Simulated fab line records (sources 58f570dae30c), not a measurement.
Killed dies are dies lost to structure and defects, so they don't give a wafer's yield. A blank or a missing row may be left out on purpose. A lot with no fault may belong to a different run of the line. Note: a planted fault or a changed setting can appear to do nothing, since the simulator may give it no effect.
Split-lot study	flow berkeley_cmos170	route with 331 steps; 5 lots, 23 wafers read

THE SPLIT
At UCB170_GATE_PEB_10, the setting peb_temp_c was moved away from the recipe's 130 C on 8 of the 23 wafers read, by -2.5% to +2.5%. The other wafers ran this setting at the recipe's value.

FROM THE SPLIT TO THE READING: what the file shows between them, 5 steps
- UCB170_GATE_DEVELOP_11: develop time 45 s
- UCB170_GATE_CD_MEAS_12: target cd 350 nm
- UCB170_GATE_ETCH_14: etches BARC in N2/H2
- UCB170_GATE_ETCH_15: etches poly-Si in HBr/Cl2, stops on SiO2, time 54.5 s, target depth 278.2 nm
- UCB170_GATE_STRIP_16: strips in O2

THE READING
Shown in nm: cd_nm at UCB170_GATE_CD_MEAS_90, with target cd 350 nm. A value of 350.2 nm with a standard deviation of 1.5 nm is what fault-free wafers of this fab line usually give.

wafer	tool, chamber at the split	peb_temp_c as run, C	against the recipe	cd_nm, nm	against lot-mates on the recipe
L076.1	litho_track-03, 0	126.8	-2.5%	374.1	+24.8
L076.2	litho_track-03, 0	130	recipe	349.3	-
L076.3	litho_track-03, 0	126.8	-2.5%	373.3	+24.0
L076.4	litho_track-03, 0	130	recipe	348.8	-
L076.5	litho_track-03, 0	130	recipe	349.8	-
L078.1	litho_track-03, 0	130	recipe	350.5	-
L078.4	litho_track-03, 0	130	recipe	349.7	-
L078.6	litho_track-03, 0	130	recipe	351.2	-
L081.1	litho_track-03, 0	126.7	-2.5%	375.8	+25.8
L081.2	litho_track-03, 0	126.7	-2.5%	375.5	+25.5
L081.3	litho_track-03, 0	130	recipe	351.1	-
L081.5	litho_track-03, 0	130	recipe	349.1	-
L081.6	litho_track-03, 0	130	recipe	349.7	-
L084.1	litho_track-04, 0	127.4	-2.0%	370.0	+20.3
L084.2	litho_track-04, 0	127.4	-2.0%	368.0	+18.3
L084.3	litho_track-04, 0	130	recipe	349.8	-
L084.5	litho_track-04, 0	130	recipe	350.2	-
L084.6	litho_track-04, 0	130	recipe	349.1	-
L085.2	litho_track-04, 0	133.2	+2.5%	334.6	-17.0
L085.3	litho_track-04, 0	133.2	+2.5%	333.0	-18.6
L085.4	litho_track-04, 0	130	recipe	352.2	-
L085.5	litho_track-04, 0	130	recipe	350.9	-
L085.6	litho_track-04, 0	130	recipe	351.8	-

THE FIT
A straight line over all 23 wafers: cd_nm changes by -8.67 nm for each +1% of peb_temp_c; r = -0.99; the points scatter about the line by 1.9 nm.
The same after taking each lot's own level away (the mean of its wafers on the recipe; 23 wafers): -9.02 nm for each +1%; r = -0.99; scatter 1.6 nm.
The reading moves by 23 nm for the largest change in peb_temp_c, on that fit.
Measured against the standard deviation above, the lots' own levels, which go from 349.30 to 351.63 nm, span 1.6 times it.
Consequently the slope shifts little with the lot-to-lot level, the two slopes agreeing.
Check: +23.5 nm against its lot-mates is what the line predicts for one of the wafers moved furthest among these (-2.5%) when that wafer is left out of the fit. Against them it came out at +25.8 nm.

ADDITIONAL SPLITS CARRIED BY THESE WAFERS
Note: prior to the reading, these wafers also went through further splits. Each is held against what the fit with the lots' levels taken away leaves over:
other split on the same wafers	wafers away from the commonest value	r with cd_nm (lot level and that fit taken away)
UCB170_NWELL_COAT_07 spin_rpm	9	+0.13
UCB170_NWELL_ETCH_13 rf_w	11	+0.04
UCB170_ACTIVE_CVD_05 pressure_mtorr	10	+0.04
UCB170_ACTIVE_EXPOSE_10 dose_mj	10	+0.28
UCB170_SACOX_OXIDATION_01 ox_time_s	18	+0.16
UCB170_GATE_COAT_07 spin_rpm	6	-0.02

THE WHOLE CHAIN: every reading that the file lists as answering this split, in the file's order
step	what it does	reading	change (the file's fit)	r (the file's)
UCB170_GATE_CD_MEAS_12	target cd 350 nm	cd_nm	-9.24 nm for each +1% of the setting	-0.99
UCB170_GATE_ETCH_15	etches poly-Si in HBr/Cl2, stops on SiO2, time 54.5 s, target depth 278.2 nm	GATE.cd_nm (the simulator's own value, which no gauge read)	-9.26 nm for each +1% of the setting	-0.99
UCB170_GATE_CD_MEAS_90	target cd 350 nm	cd_nm	-9.21 nm for each +1% of the setting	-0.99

THE FILE'S OWN FIT
cd_nm changes by -9.21 nm for each +1% of peb_temp_c, r = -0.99.
